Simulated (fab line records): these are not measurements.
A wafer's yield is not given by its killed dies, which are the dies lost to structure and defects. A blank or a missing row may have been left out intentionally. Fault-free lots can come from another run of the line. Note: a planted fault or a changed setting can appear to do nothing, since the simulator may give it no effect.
fab line records    flow ritCmos
record lots=14  wafers=42  lastDay=7
route steps=202 shown NRETRO@61
lots that met no fault: from a run of the same line without faults
startH: the number of hours between the record's first day and the start of the first shown wafer of the lot    waitH: time in hours since the lot's previous step    " unchanged from the row above    L1.1+2: a single row standing in for several wafers    - no value, or no start given    * or withheld: withheld    < > ~ a bound
route shown NAME@n: names a module that has steps shown in the file, with the first one's number in the route    usual: mean and standard deviation over wafers with no fault    same: alike in all rows    chamber/n: place in a boat    sites: per-site readings    _std_site: the values' standard deviation    _edge_site: inner sites' mean taken away from outer sites' mean    radiusMm: how far each site lies from the wafer's centre    mask NAME#n: copy n    behind: the most recent tool/chamber to have shaped the wafer    hold: cause of the lot's hold/its duration in hours/its outcome    device: which transistor (n, p or np) failed to switch    end of line: tests of these same wafers at the route's end    for a step that has no rows: nothing shown but its recipe    killed: dies lost to structure and defects at the first sort, not the wafer's yield    map: a wafer's dies, x killed, . not, _ none there
set.NAME: setting as actually run; set.NAME@STEP: the setting as run at that earlier step    model.NAME: the simulator's own value behind a step, which no gauge read
one table for each step of the route and one row for each wafer, over a sample of lots
services: when a tool's chamber went out of use (startH, in hours from the record's first day, below 0 if earlier), for how many hours, and the reason
## steps
# step RIT_NRETRO_IMPLANT_08
# recipe species=P  energyKev=70  doseCm2=1e+13  tiltDeg=7
# usual beamEnergyKeV=69.993/0.018  faradayCurrentUA=31.7/0.63
lot.wafer  tool          chamber  startH  waitH  beamEnergyKeV  faradayCurrentUA
L169.1     implanter-01  0        35.20   0.2    69.978         30.7
L169.4     "             0        "       "      69.972         31.6
L169.5     "             0        "       "      69.970         31.9
L170.3     implanter-03  0        39.15   0.2    69.996         31.3
L170.5     "             0        "       "      69.999         32.2
L170.6     "             0        "       "      69.970         32.5
L173.1     implanter-01  0        56.37   0.2    70.036         31.8
L173.2     "             0        "       "      69.968         32.2
L173.3     "             0        "       "      69.995         31.5
L174.2     implanter-04  0        60.18   0.2    69.993         31.2
L174.4     "             0        "       "      69.999         32.6
L174.6     "             0        "       "      69.982         32.5
L175.1     implanter-04  0        64.95   0.2    69.979         31.4
L175.2     "             0        "       "      69.983         31.3
L175.4     "             0        "       "      69.988         31.6
L176.1     implanter-03  0        69.12   0.2    69.998         30.8
L176.2     "             0        "       "      69.984         31.2
L176.5     "             0        "       "      69.979         31.8
L177.1     implanter-04  0        74.78   0.2    85.413         31.4
L177.2     "             0        "       "      85.390         31.7
L177.5     "             0        "       "      85.404         31.0
L178.2     implanter-03  0        79.71   0.2    70.010         31.4
L178.5     "             0        "       "      70.041         31.7
L178.6     "             0        "       "      69.984         31.2
L180.1     implanter-04  0        91.17   0.2    85.374         31.1
L180.2     "             0        "       "      85.384         32.0
L180.5     "             0        "       "      85.381         30.0
L186.1     implanter-01  0        119.72  0.2    70.024         32.5
L186.4     "             0        "       "      70.013         31.9
L186.5     "             0        "       "      69.982         31.9
L187.2     implanter-01  0        125.02  0.2    70.034         32.5
L187.3     "             0        "       "      69.986         31.2
L187.5     "             0        "       "      70.009         31.1
L188.1     implanter-03  0        129.09  0.2    70.004         32.2
L188.2     "             0        "       "      69.999         31.2
L188.5     "             0        "       "      70.004         31.9
L190.2     implanter-01  0        139.87  0.2    70.032         33.2
L190.5     "             0        "       "      69.991         32.6
L190.6     "             0        "       "      70.023         30.9
L191.2     implanter-04  0        145.68  0.2    70.019         31.5
L191.4     "             0        "       "      70.011         31.2
L191.6     "             0        "       "      69.949         31.5
# step RIT_NRETRO_TW_MEAS_10
# usual NRETRO_TW=1052/6.7
lot.wafer  tool          chamber  startH  waitH  NRETRO_TW
L169.1     filmMetro-02  -        35.52   0.1    1045
L169.4     "             -        "       "      1050
L169.5     "             -        "       "      1044
L170.3     filmMetro-03  -        39.44   0.1    1046
L170.5     "             -        "       "      1043
L170.6     "             -        "       "      1043
L173.1     filmMetro-03  -        56.70   0.1    1054
L173.2     "             -        "       "      1049
L173.3     "             -        "       "      1058
L174.2     filmMetro-03  -        60.49   0.1    1059
L174.4     "             -        "       "      1058
L174.6     "             -        "       "      1056
L175.1     filmMetro-02  -        65.28   0.1    1061
L175.2     "             -        "       "      1054
L175.4     "             -        "       "      1054
L176.1     filmMetro-02  -        69.44   0.1    1054
L176.2     "             -        "       "      1054
L176.5     "             -        "       "      1050
L177.1     filmMetro-01  -        75.10   0.1    1107
L177.2     "             -        "       "      1110
L177.5     "             -        "       "      1113
L178.2     filmMetro-03  -        80.02   0.1    1054
L178.5     "             -        "       "      1052
L178.6     "             -        "       "      1049
L180.1     filmMetro-03  -        91.50   0.1    1108
L180.2     "             -        "       "      1106
L180.5     "             -        "       "      1107
L186.1     filmMetro-01  -        120.05  0.1    1055
L186.4     "             -        "       "      1057
L186.5     "             -        "       "      1052
L187.2     filmMetro-02  -        125.33  0.1    1041
L187.3     "             -        "       "      1040
L187.5     "             -        "       "      1046
L188.1     filmMetro-01  -        129.41  0.1    1059
L188.2     "             -        "       "      1061
L188.5     "             -        "       "      1062
L190.2     filmMetro-02  -        140.18  0.1    1048
L190.5     "             -        "       "      1050
L190.6     "             -        "       "      1054
L191.2     filmMetro-01  -        145.99  0.1    1052
L191.4     "             -        "       "      1056
L191.6     "             -        "       "      1056
## services
tool          chamber  startH  hours  kind
implanter-04  -        84.54   5.5    pm
implanter-03  -        98.97   2.2    repair
## key
firstSign step=RIT_NRETRO_IMPLANT_08  reading=beamEnergyKeV  direction=up  sigmas=99+  usual=69.993  struck=85.391
effect step=RIT_NRETRO_TW_MEAS_10  reading=NRETRO_TW  direction=up  sigmas=8.4  usual=1052  struck=1109
metAt RIT_NRETRO_IMPLANT_08
struckLots L177,L180
testerLeftOut L177,L180
onsetBetween 64.95 74.78
fault kind=processParameterDrift  tool=implanter-04  chamber=-  onsetH=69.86  steps=RIT_NRETRO_IMPLANT_08  channel=energyKev  offset=15.4  shape=step  endH=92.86  actsIn=theseRecipesOnly  stated=70
# testerLeftOut: of these lots the tester's yield and bins aren't shown, on N5 and GAA mostly nor the transistor test; their killed dies are dies lost to structure and defects alone, not to doping, threshold or leakage, so they don't give the yield
